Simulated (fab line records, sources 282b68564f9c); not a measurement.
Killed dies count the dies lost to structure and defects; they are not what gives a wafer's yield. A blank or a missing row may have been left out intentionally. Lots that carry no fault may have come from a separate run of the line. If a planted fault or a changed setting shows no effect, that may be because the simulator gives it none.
8D (eight disciplines) problem report, filled in by code + flow ritCmos + the parts of the form that need people (team, actions taken, sign-off) are left out

## 1. WHAT IS WRONG
Mean CONTACT_TEOS_THK at RIT_CONTACT_THK_MEAS_01: 354 nm over 2 wafers in 2 lots; fault-free wafers: 400 nm, standard deviation 5.5. Relative to the usual mean, that is a shift of -8.4 standard deviations.
First seen on wafer L847.2, day 6 09:55, on filmMetro-01. Wafers with a number at this step in the record: 42, from 14 lots. The rule behind "out" and "out of limits": a value lying over 4 standard deviations away from the usual mean. The rest of the wafers with a number are treated as sound.

## 2. WHAT IT IS AND WHAT IT IS NOT
| question                    | is                         | is not                                                                                       |
|-----------------------------|----------------------------|----------------------------------------------------------------------------------------------|
| which readings at this step | CONTACT_TEOS_THK           | -                                                                                            |
| which lots                  | L847, L850                 | L834, L835, L836, L838, L839, L840, L841, L843, L851, L852, L854, L855                       |
| which wafers of those lots  | L847.2, L850.1             | L847.1, L847.4, L850.4, L850.6                                                               |
| read on which gauges        | filmMetro-01, filmMetro-02 | filmMetro-04                                                                                 |
| when                        | from day 6 09:55           | up to then (26 sound wafers); but 14 sound wafers of L850, L851, L852, L854, L855 came after |

## 3. THE SUSPECTS, EACH WITH WHAT RULES IT OUT
Counting: if a tool at a process step up to the reading ran every lot that is out, it stays a suspect. Sound lots after the first of them don't rule it out here, since some wafers of a struck lot are sound.
- the gauge at RIT_CONTACT_THK_MEAS_01 has been ruled out. The wafers that are out were read on 2 gauges (filmMetro-01, filmMetro-02).
- plasmaAsher-02 at RIT_NLDD_STRIP_09 (strips in O2, time 180 s): kept. Ran every lot that is out, first one L847 (day 6 01:04); last sound lot up to then L840 (day 4 15:17).
- rtpAnneal-02 at RIT_SILICIDE_RTA_06 (time 10 s, ramp up 5 s, ramp down 10 s): kept. Ran every lot that is out, first one L847 (day 6 09:48); last sound lot up to then L843 (day 5 15:05).
- pecvd-01 at RIT_CONTACT_CVD_00 (deposits SiO2 from TEOS, target thk 400 nm, time 61 s): kept. Ran every lot that is out, first one L847 (day 6 09:52); last sound lot up to then L841 (day 5 08:15).
- At RIT_CONTACT_CVD_00, inside pecvd-01: chamber 0 took the wafers that are out, while their sound lot-mates went through chambers 1, 2.
The count leaves plasmaAsher-02 at RIT_NLDD_STRIP_09, rtpAnneal-02 at RIT_SILICIDE_RTA_06, and pecvd-01 at RIT_CONTACT_CVD_00.

## 4. THE CAUSE (what the simulator had put in)
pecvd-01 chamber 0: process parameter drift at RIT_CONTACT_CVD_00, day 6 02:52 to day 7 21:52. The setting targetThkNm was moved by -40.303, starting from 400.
3 suspects survive the count, and this tool is in that group.

## 5. SEQUENCE OF EFFECTS, ordered by route
One row per reading whose mean, taken over the struck wafers that have a number, lies over 3 standard deviations from the usual. Only readings whose record carries a usual standard deviation are examined. hours: median over the lots of the time between each lot's start at the first step of this table that gives one and its start at this step. sigmas: the change, counted in usual standard deviations.
| hours | step                    | reading          | usual  | on struck wafers | change | sigmas |
|-------|-------------------------|------------------|--------|------------------|--------|--------|
| 0     | RIT_CONTACT_THK_MEAS_01 | CONTACT_TEOS_THK | 400 nm | 354              | -46    | -8.4   |

## 6. WHAT WOULD HAVE CAUGHT IT SOONER
7 hours passed between the start of the fault at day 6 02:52 and the first reading out of limits at a measuring or inspecting step in this record, taken at day 6 09:55.
No tool reading at RIT_CONTACT_CVD_00 that has a usual standard deviation in the record was out on any struck wafer, so an alarm limit of 4 standard deviations on those readings would not have fired.
Of the lots that are out (2), L850 began RIT_CONTACT_CVD_00 on pecvd-01 after day 6 09:55. It would have been spared by a hold on the tool at that moment.
